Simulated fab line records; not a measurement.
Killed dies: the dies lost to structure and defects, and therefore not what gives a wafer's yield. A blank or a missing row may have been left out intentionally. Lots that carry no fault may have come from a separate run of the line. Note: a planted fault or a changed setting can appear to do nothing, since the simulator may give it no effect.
fab line records -- flow berkeley-cmos170
record: lots: 14, wafers: 42, last-day: 13
route steps=331 shown FIELD@91 SDANNEAL@204 PSD@206 NSD@207 PLDD@208 M1@248
lots with no fault: from the same line, run without faults
start-h: the number of hours between the record's first day and the start of the first shown wafer of the lot -- wait-h: time in hours since the lot's previous step -- " as in the row above -- L1.1+2: several wafers, shown together as one row -- - no value present, or no start provided -- * or withheld: withheld -- < > ~ a bound
route shown NAME@n: a module of which the file shows steps, and the number in the route of the first -- usual: mean/standard deviation taken from wafers without a fault -- same: alike in all rows -- chamber/n: place in a boat -- sites: readings site by site -- _std_site: their standard deviation -- _edge_site: inner sites' mean taken away from outer sites' mean -- radius-mm: how far each site lies from the wafer's centre -- mask NAME#n: copy n -- behind: the tool/chamber that last shaped the wafer -- hold: why the lot was held/for how many hours/how that ended -- device: the n, p or np transistor that did not switch -- end of line: the same wafers' tests at the end of the route -- step lacking rows: just its recipe -- killed: at the first sort, the dies lost to defects and structure; wafer yield is something else -- map: a wafer's dies, marking killed ones x, the rest . and places with no die _
set.NAME: the setting the step ran with; set.NAME@STEP: the setting that earlier step ran with -- model.NAME: the simulator's own value behind a step, which no gauge read
one table for each step of the route and one row for each wafer, over a sample of lots
services: when a tool's chamber went out of use (start-h, in hours from the record's first day, below 0 if earlier), for how many hours, and the reason
== steps ==
step: UCB170_FIELD_THK_MEAS_02
recipe: reads: SiO2_of_FIELD_OXIDATION_01
usual: FIELD_OXIDE_THK: 559/10
lot.wafer,tool,chamber,start-h,wait-h,FIELD_OXIDE_THK[nm]
L912.1,film-metro-02,-,111.28,0.0,565
L912.3,film-metro-02,-,111.28,0.0,564
L912.6,film-metro-02,-,111.28,0.0,562
L911.2,film-metro-01,-,111.29,0.0,564
L911.4,film-metro-01,-,111.29,0.0,559
L911.6,film-metro-01,-,111.29,0.0,564
L915.1,film-metro-02,-,117.55,0.0,542
L915.4,film-metro-02,-,117.55,0.0,552
L915.5,film-metro-02,-,117.55,0.0,549
L916.2,film-metro-01,-,117.58,0.1,555
L916.3,film-metro-01,-,117.58,0.1,562
L916.6,film-metro-01,-,117.58,0.1,551
L920.2,film-metro-02,-,145.69,0.1,565
L920.5,film-metro-02,-,145.69,0.1,567
L920.6,film-metro-02,-,145.69,0.1,568
L919.1,film-metro-01,-,145.79,0.1,557
L919.4,film-metro-01,-,145.79,0.1,566
L919.6,film-metro-01,-,145.79,0.1,559
L925.1,film-metro-03,-,183.14,0.0,554
L925.3,film-metro-03,-,183.14,0.0,546
L925.6,film-metro-03,-,183.14,0.0,562
L927.1,film-metro-02,-,183.14,0.0,571
L927.3,film-metro-02,-,183.14,0.0,552
L927.6,film-metro-02,-,183.14,0.0,563
L929.3,film-metro-02,-,191.81,0.0,545
L929.4,film-metro-02,-,191.81,0.0,541
L929.5,film-metro-02,-,191.81,0.0,546
L930.3,film-metro-01,-,191.81,0.0,553
L930.5,film-metro-01,-,191.81,0.0,562
L930.6,film-metro-01,-,191.81,0.0,553
L932.2,film-metro-02,-,209.71,0.0,564
L932.3,film-metro-02,-,209.71,0.0,564
L932.4,film-metro-02,-,209.71,0.0,567
L933.4,film-metro-02,-,209.79,0.1,586
L933.5,film-metro-02,-,209.79,0.1,576
L933.6,film-metro-02,-,209.79,0.1,576
L931.2,film-metro-01,-,209.80,0.1,566
L931.4,film-metro-01,-,209.80,0.1,564
L931.6,film-metro-01,-,209.80,0.1,562
L934.1,film-metro-03,-,219.84,0.0,548
L934.2,film-metro-03,-,219.84,0.0,555
L934.5,film-metro-03,-,219.84,0.0,545
step: UCB170_SDANNEAL_RTA_00
recipe: temp-c: 900, time-s: 10, ambient: N2
usual: chamber-o2-ppm: 2.001/0.021, lamp-power-pct: 24.2/1.1, wafer_temp_C_max: 904.5/1.2
lot.wafer,tool,chamber,start-h,wait-h,chamber-o2-ppm,lamp-power-pct,wafer_temp_C_max
L912.1,rtp-anneal-01,0,175.99,0.0,1.973,25.4,904.9
L912.3,rtp-anneal-01,0,175.99,0.0,2.022,25.4,904.1
L912.6,rtp-anneal-01,0,175.99,0.0,2.054,25.4,904.5
L911.2,rtp-anneal-01,0,177.57,0.0,1.995,25.4,905.5
L911.4,rtp-anneal-01,0,177.57,0.0,2.003,25.3,904.4
L911.6,rtp-anneal-01,0,177.57,0.0,2.006,25.4,904.9
L915.1,rtp-anneal-01,0,186.18,0.0,2.040,25.3,904.7
L915.4,rtp-anneal-01,0,186.18,0.0,2.027,25.4,903.9
L915.5,rtp-anneal-01,0,186.18,0.0,2.020,25.4,904.9
L916.2,rtp-anneal-01,0,186.61,0.0,1.989,25.4,907.1
L916.3,rtp-anneal-01,0,186.61,0.0,1.963,25.3,904.0
L916.6,rtp-anneal-01,0,186.61,0.0,1.995,25.4,904.1
L919.1,rtp-anneal-01,0,209.19,0.0,1.990,25.4,905.6
L919.4,rtp-anneal-01,0,209.19,0.0,1.998,25.4,905.4
L919.6,rtp-anneal-01,0,209.19,0.0,2.013,25.4,903.8
L920.2,rtp-anneal-02,0,209.65,0.0,2.022,23.1,905.7
L920.5,rtp-anneal-02,0,209.65,0.0,2.013,23.1,902.6
L920.6,rtp-anneal-02,0,209.65,0.0,2.042,23.1,904.0
L927.1,rtp-anneal-02,0,248.07,0.0,2.031,23.1,904.2
L927.3,rtp-anneal-02,0,248.07,0.0,1.996,23.1,903.7
L927.6,rtp-anneal-02,0,248.07,0.0,2.009,23.2,904.1
L925.1,rtp-anneal-02,0,248.35,0.0,1.992,23.1,902.9
L925.3,rtp-anneal-02,0,248.35,0.0,1.995,23.1,903.8
L925.6,rtp-anneal-02,0,248.35,0.0,1.992,23.1,903.3
L929.3,rtp-anneal-02,0,263.64,0.0,2.008,23.1,903.8
L929.4,rtp-anneal-02,0,263.64,0.0,1.993,23.1,902.9
L929.5,rtp-anneal-02,0,263.64,0.0,2.003,23.1,903.3
L930.3,rtp-anneal-02,0,264.15,0.0,1.998,23.2,904.0
L930.5,rtp-anneal-02,0,264.15,0.0,2.008,23.1,903.9
L930.6,rtp-anneal-02,0,264.15,0.0,1.994,23.1,902.2
L931.2,rtp-anneal-01,0,276.11,0.0,1.981,25.3,904.3
L931.4,rtp-anneal-01,0,276.11,0.0,2.014,25.3,906.6
L931.6,rtp-anneal-01,0,276.11,0.0,2.028,25.4,907.0
L933.4,rtp-anneal-02,0,276.37,0.0,2.011,23.1,904.2
L933.5,rtp-anneal-02,0,276.37,0.0,2.003,23.1,903.0
L933.6,rtp-anneal-02,0,276.37,0.0,2.020,23.1,902.4
L932.2,rtp-anneal-01,0,276.78,0.0,2.000,25.4,906.4
L932.3,rtp-anneal-01,0,276.78,0.0,1.969,25.4,907.5
L932.4,rtp-anneal-01,0,276.78,0.0,1.997,25.4,904.6
L934.1,rtp-anneal-01,0,288.60,0.0,2.018,25.4,906.5
L934.2,rtp-anneal-01,0,288.60,0.0,1.998,25.4,904.8
L934.5,rtp-anneal-01,0,288.60,0.0,1.984,25.4,905.9
step: UCB170_SDANNEAL_RTA_01
recipe: temp-c: 1050, time-s: 5, ambient: N2
usual: chamber-o2-ppm: 2.001/0.023, lamp-power-pct: 37.4/1.7, wafer_temp_C_max: 1055.2/1.4
lot.wafer,tool,chamber,start-h,wait-h,chamber-o2-ppm,lamp-power-pct,wafer_temp_C_max
L912.1,rtp-anneal-01,0,176.05,0.1,1.952,39.2,1056.1
L912.3,rtp-anneal-01,0,176.05,0.1,1.983,39.2,1058.9
L912.6,rtp-anneal-01,0,176.05,0.1,1.965,39.2,1055.3
L911.2,rtp-anneal-01,0,177.63,0.1,1.970,39.2,1054.9
L911.4,rtp-anneal-01,0,177.63,0.1,2.031,39.2,1057.0
L911.6,rtp-anneal-01,0,177.63,0.1,2.010,39.2,1055.4
L915.1,rtp-anneal-01,0,186.25,0.1,1.976,39.2,1055.8
L915.4,rtp-anneal-01,0,186.25,0.1,1.989,39.2,1055.1
L915.5,rtp-anneal-01,0,186.25,0.1,1.951,39.2,1056.3
L916.2,rtp-anneal-01,0,186.68,0.1,1.981,39.1,1054.8
L916.3,rtp-anneal-01,0,186.68,0.1,1.981,39.2,1056.8
L916.6,rtp-anneal-01,0,186.68,0.1,1.951,39.1,1055.4
L919.1,rtp-anneal-01,0,209.25,0.1,1.977,39.2,1056.0
L919.4,rtp-anneal-01,0,209.25,0.1,1.996,39.1,1055.3
L919.6,rtp-anneal-01,0,209.25,0.1,2.026,39.2,1055.8
L920.2,rtp-anneal-02,0,209.71,0.1,2.006,35.6,1054.3
L920.5,rtp-anneal-02,0,209.71,0.1,2.001,35.6,1055.7
L920.6,rtp-anneal-02,0,209.71,0.1,2.021,35.7,1054.7
L927.1,rtp-anneal-02,0,248.14,0.1,2.021,35.7,1055.7
L927.3,rtp-anneal-02,0,248.14,0.1,2.016,35.7,1053.2
L927.6,rtp-anneal-02,0,248.14,0.1,2.033,35.7,1054.5
L925.1,rtp-anneal-02,0,248.41,0.1,1.975,35.7,1053.8
L925.3,rtp-anneal-02,0,248.41,0.1,1.992,35.6,1055.0
L925.6,rtp-anneal-02,0,248.41,0.1,1.995,35.7,1053.6
L929.3,rtp-anneal-02,0,263.77,0.1,2.055,35.7,1055.5
L929.4,rtp-anneal-02,0,263.77,0.1,2.010,35.6,1052.9
L929.5,rtp-anneal-02,0,263.77,0.1,2.008,35.7,1055.9
L930.3,rtp-anneal-02,0,264.21,0.1,2.010,35.7,1053.6
L930.5,rtp-anneal-02,0,264.21,0.1,1.950,35.7,1055.7
L930.6,rtp-anneal-02,0,264.21,0.1,2.004,35.6,1055.2
L931.2,rtp-anneal-01,0,276.17,0.1,2.035,39.1,1055.8
L931.4,rtp-anneal-01,0,276.17,0.1,2.027,39.2,1056.8
L931.6,rtp-anneal-01,0,276.17,0.1,2.004,39.3,1057.3
L933.4,rtp-anneal-02,0,276.44,0.1,2.016,35.7,1054.0
L933.5,rtp-anneal-02,0,276.44,0.1,2.022,35.6,1053.7
L933.6,rtp-anneal-02,0,276.44,0.1,2.002,35.7,1054.0
L932.2,rtp-anneal-01,0,276.85,0.1,2.015,39.2,1054.3
L932.3,rtp-anneal-01,0,276.85,0.1,2.012,39.2,1055.3
L932.4,rtp-anneal-01,0,276.85,0.1,2.028,39.2,1055.8
L934.1,rtp-anneal-01,0,288.66,0.1,2.013,39.2,1055.3
L934.2,rtp-anneal-01,0,288.66,0.1,2.023,39.2,1056.0
L934.5,rtp-anneal-01,0,288.66,0.1,1.981,39.2,1054.0
step: UCB170_SDANNEAL_RS_MEAS_02
recipe: thk-meas-gauge: four-point-probe
usual: PSD_RS: 75.65/0.25
lot.wafer,tool,chamber,start-h,wait-h,PSD_RS[ohm/sq]
L912.1,film-metro-01,-,176.11,0.0,75.95
L912.3,film-metro-01,-,176.11,0.0,76.09
L912.6,film-metro-01,-,176.11,0.0,75.79
L911.2,film-metro-01,-,177.70,0.1,75.32
L911.4,film-metro-01,-,177.70,0.1,75.48
L911.6,film-metro-01,-,177.70,0.1,75.08
L915.1,film-metro-03,-,186.31,0.0,75.23
L915.4,film-metro-03,-,186.31,0.0,75.58
L915.5,film-metro-03,-,186.31,0.0,75.75
L916.2,film-metro-04,-,186.98,0.3,70.10
L916.3,film-metro-04,-,186.98,0.3,69.91
L916.6,film-metro-04,-,186.98,0.3,70.01
L919.1,film-metro-01,-,209.31,0.0,69.89
L919.4,film-metro-01,-,209.31,0.0,69.97
L919.6,film-metro-01,-,209.31,0.0,69.86
L920.2,film-metro-01,-,209.87,0.1,75.81
L920.5,film-metro-01,-,209.87,0.1,75.61
L920.6,film-metro-01,-,209.87,0.1,75.45
L927.1,film-metro-04,-,248.20,0.0,75.41
L927.3,film-metro-04,-,248.20,0.0,75.16
L927.6,film-metro-04,-,248.20,0.0,75.33
L925.1,film-metro-03,-,248.47,0.0,75.82
L925.3,film-metro-03,-,248.47,0.0,75.68
L925.6,film-metro-03,-,248.47,0.0,75.88
L929.3,film-metro-04,-,263.89,0.1,75.70
L929.4,film-metro-04,-,263.89,0.1,75.91
L929.5,film-metro-04,-,263.89,0.1,75.88
L930.3,film-metro-04,-,264.43,0.2,75.55
L930.5,film-metro-04,-,264.43,0.2,75.86
L930.6,film-metro-04,-,264.43,0.2,75.87
L931.2,film-metro-04,-,276.24,0.1,75.75
L931.4,film-metro-04,-,276.24,0.1,75.66
L931.6,film-metro-04,-,276.24,0.1,75.74
L933.4,film-metro-01,-,276.52,0.1,75.08
L933.5,film-metro-01,-,276.52,0.1,75.52
L933.6,film-metro-01,-,276.52,0.1,75.29
L932.2,film-metro-04,-,276.92,0.1,75.36
L932.3,film-metro-04,-,276.92,0.1,75.01
L932.4,film-metro-04,-,276.92,0.1,75.61
L934.1,film-metro-04,-,288.72,0.0,75.17
L934.2,film-metro-04,-,288.72,0.0,75.48
L934.5,film-metro-04,-,288.72,0.0,75.45
step: UCB170_SDANNEAL_RS_MEAS_03
recipe: thk-meas-gauge: four-point-probe
usual: NSD_RS: 37.25/0.082
lot.wafer,tool,chamber,start-h,wait-h,NSD_RS[ohm/sq]
L912.1,film-metro-01,-,176.23,0.1,37.30
L912.3,film-metro-01,-,176.23,0.1,37.28
L912.6,film-metro-01,-,176.23,0.1,37.31
L911.2,film-metro-01,-,177.82,0.1,37.30
L911.4,film-metro-01,-,177.82,0.1,37.25
L911.6,film-metro-01,-,177.82,0.1,37.21
L915.1,film-metro-03,-,186.43,0.1,37.16
L915.4,film-metro-03,-,186.43,0.1,37.18
L915.5,film-metro-03,-,186.43,0.1,37.23
L916.2,film-metro-04,-,187.10,0.1,35.94
L916.3,film-metro-04,-,187.10,0.1,36.06
L916.6,film-metro-04,-,187.10,0.1,35.94
L919.1,film-metro-01,-,209.43,0.1,35.90
L919.4,film-metro-01,-,209.43,0.1,35.88
L919.6,film-metro-01,-,209.43,0.1,35.90
L920.2,film-metro-01,-,209.99,0.1,37.26
L920.5,film-metro-01,-,209.99,0.1,37.09
L920.6,film-metro-01,-,209.99,0.1,37.23
L927.1,film-metro-04,-,248.32,0.1,37.30
L927.3,film-metro-04,-,248.32,0.1,37.22
L927.6,film-metro-04,-,248.32,0.1,37.27
L925.1,film-metro-03,-,248.59,0.1,37.28
L925.3,film-metro-03,-,248.59,0.1,37.19
L925.6,film-metro-03,-,248.59,0.1,37.28
L929.3,film-metro-04,-,264.01,0.1,37.25
L929.4,film-metro-04,-,264.01,0.1,37.36
L929.5,film-metro-04,-,264.01,0.1,37.32
L930.3,film-metro-04,-,264.55,0.1,37.24
L930.5,film-metro-04,-,264.55,0.1,37.32
L930.6,film-metro-04,-,264.55,0.1,37.36
L931.2,film-metro-04,-,276.36,0.1,37.42
L931.4,film-metro-04,-,276.36,0.1,37.33
L931.6,film-metro-04,-,276.36,0.1,37.32
L933.4,film-metro-01,-,276.64,0.1,37.30
L933.5,film-metro-01,-,276.64,0.1,37.33
L933.6,film-metro-01,-,276.64,0.1,37.35
L932.2,film-metro-04,-,277.04,0.1,37.27
L932.3,film-metro-04,-,277.04,0.1,37.30
L932.4,film-metro-04,-,277.04,0.1,37.31
L934.1,film-metro-04,-,288.84,0.1,37.21
L934.2,film-metro-04,-,288.84,0.1,37.16
L934.5,film-metro-04,-,288.84,0.1,37.22
step: UCB170_SDANNEAL_RS_MEAS_04
recipe: thk-meas-gauge: four-point-probe
usual: PLDD_RS: 1031.2/2.6
lot.wafer,tool,chamber,start-h,wait-h,PLDD_RS[ohm/sq]
L912.1,film-metro-01,-,176.35,0.1,1027.6
L912.3,film-metro-01,-,176.35,0.1,1029.0
L912.6,film-metro-01,-,176.35,0.1,1027.0
L911.2,film-metro-01,-,177.94,0.1,1031.2
L911.4,film-metro-01,-,177.94,0.1,1031.7
L911.6,film-metro-01,-,177.94,0.1,1028.4
L915.1,film-metro-03,-,186.55,0.1,1033.8
L915.4,film-metro-03,-,186.55,0.1,1034.8
L915.5,film-metro-03,-,186.55,0.1,1032.6
L916.2,film-metro-04,-,187.22,0.1,1022.3
L916.3,film-metro-04,-,187.22,0.1,1021.6
L916.6,film-metro-04,-,187.22,0.1,1022.3
L919.1,film-metro-01,-,209.55,0.1,1022.1
L919.4,film-metro-01,-,209.55,0.1,1018.7
L919.6,film-metro-01,-,209.55,0.1,1018.5
L920.2,film-metro-01,-,210.11,0.1,1029.5
L920.5,film-metro-01,-,210.11,0.1,1030.0
L920.6,film-metro-01,-,210.11,0.1,1032.0
L927.1,film-metro-04,-,248.44,0.1,1032.2
L927.3,film-metro-04,-,248.44,0.1,1032.2
L927.6,film-metro-04,-,248.44,0.1,1031.5
L925.1,film-metro-03,-,248.71,0.1,1030.2
L925.3,film-metro-03,-,248.71,0.1,1030.1
L925.6,film-metro-03,-,248.71,0.1,1030.8
L929.3,film-metro-04,-,264.13,0.1,1035.1
L929.4,film-metro-04,-,264.13,0.1,1033.0
L929.5,film-metro-04,-,264.13,0.1,1034.3
L930.3,film-metro-04,-,264.67,0.1,1029.1
L930.5,film-metro-04,-,264.67,0.1,1027.1
L930.6,film-metro-04,-,264.67,0.1,1026.0
L931.2,film-metro-04,-,276.48,0.1,1036.8
L931.4,film-metro-04,-,276.48,0.1,1034.3
L931.6,film-metro-04,-,276.48,0.1,1035.4
L933.4,film-metro-01,-,276.76,0.1,1026.4
L933.5,film-metro-01,-,276.76,0.1,1027.8
L933.6,film-metro-01,-,276.76,0.1,1026.6
L932.2,film-metro-04,-,277.16,0.1,1034.9
L932.3,film-metro-04,-,277.16,0.1,1034.7
L932.4,film-metro-04,-,277.16,0.1,1036.1
L934.1,film-metro-04,-,288.96,0.1,1031.7
L934.2,film-metro-04,-,288.96,0.1,1031.0
L934.5,film-metro-04,-,288.96,0.1,1030.1
step: UCB170_M1_OVL_MEAS_10
usual: M1_OVL: 2/5.1
lot.wafer,tool,chamber,start-h,wait-h,M1_OVL[nm]
L912.1,overlay-02,-,183.94,0.1,7
L912.3,overlay-02,-,183.94,0.1,7
L912.6,overlay-02,-,183.94,0.1,12
L911.2,overlay-02,-,185.77,0.1,6
L911.4,overlay-02,-,185.77,0.1,-2
L911.6,overlay-02,-,185.77,0.1,4
L915.1,overlay-02,-,193.50,0.1,1
L915.4,overlay-02,-,193.50,0.1,1
L915.5,overlay-02,-,193.50,0.1,1
L916.2,overlay-01,-,195.59,0.1,1
L916.3,overlay-01,-,195.59,0.1,-5
L916.6,overlay-01,-,195.59,0.1,-2
L919.1,overlay-02,-,217.69,0.1,2
L919.4,overlay-02,-,217.69,0.1,14
L919.6,overlay-02,-,217.69,0.1,2
L920.2,overlay-01,-,218.81,0.1,5
L920.5,overlay-01,-,218.81,0.1,-7
L920.6,overlay-01,-,218.81,0.1,3
L927.1,overlay-02,-,255.72,0.1,5
L927.3,overlay-02,-,255.72,0.1,4
L927.6,overlay-02,-,255.72,0.1,1
L925.1,overlay-02,-,257.65,0.1,-3
L925.3,overlay-02,-,257.65,0.1,-2
L925.6,overlay-02,-,257.65,0.1,4
L929.3,overlay-02,-,272.24,0.1,-1
L929.4,overlay-02,-,272.24,0.1,7
L929.5,overlay-02,-,272.24,0.1,4
L930.3,overlay-01,-,274.11,0.1,6
L930.5,overlay-01,-,274.11,0.1,4
L930.6,overlay-01,-,274.11,0.1,-5
L931.2,overlay-02,-,286.25,0.1,-3
L931.4,overlay-02,-,286.25,0.1,-7
L931.6,overlay-02,-,286.25,0.1,-8
L933.4,overlay-01,-,286.44,0.1,11
L933.5,overlay-01,-,286.44,0.1,6
L933.6,overlay-01,-,286.44,0.1,0
L932.2,overlay-02,-,286.53,0.1,2
L932.3,overlay-02,-,286.53,0.1,-4
L932.4,overlay-02,-,286.53,0.1,7
L934.1,overlay-02,-,295.61,0.1,-6
L934.2,overlay-02,-,295.61,0.1,2
L934.5,overlay-02,-,295.61,0.1,2
== services ==
tool,chamber,start-h,hours,kind
rtp-anneal-01,-,209.45,2.0,pm
== key ==
first-sign: step: UCB170_SDANNEAL_RS_MEAS_02, reading: PSD_RS, direction: down, sigmas: 23, usual: 75.65, struck: 69.96
effect: step: UCB170_SDANNEAL_RS_MEAS_03, reading: NSD_RS, direction: down, sigmas: 16, usual: 37.25, struck: 35.93
effect: step: UCB170_SDANNEAL_RS_MEAS_04, reading: PLDD_RS, direction: down, sigmas: 4, usual: 1031.2, struck: 1020.9
met-at UCB170_SDANNEAL_RTA_01
struck-lots L916,L919
sort-left-out L919.1,L919.4,L919.6
tester-left-out L916,L919
not-acting-at UCB170_FIELD_THK_MEAS_02,UCB170_SDANNEAL_RTA_00,UCB170_M1_OVL_MEAS_10
onset-between 186.25 186.68
fault: kind: process-parameter-drift, tool: rtp-anneal-01, chamber: -, onset-h: 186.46, steps: UCB170_SDANNEAL_RTA_01, channel: time-s, offset: *, shape: step, end-h: 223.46, acts-in: *, stated: *
tester-left-out: of these lots the tester's yield and bins aren't shown, on N5 and GAA mostly nor the transistor test; their killed dies are dies lost to structure and defects alone, not to doping, threshold or leakage, so they don't give the yield
sort-left-out: the simulated sort isn't trusted on such a fault, so these wafers' sort isn't shown, and their yield isn't known
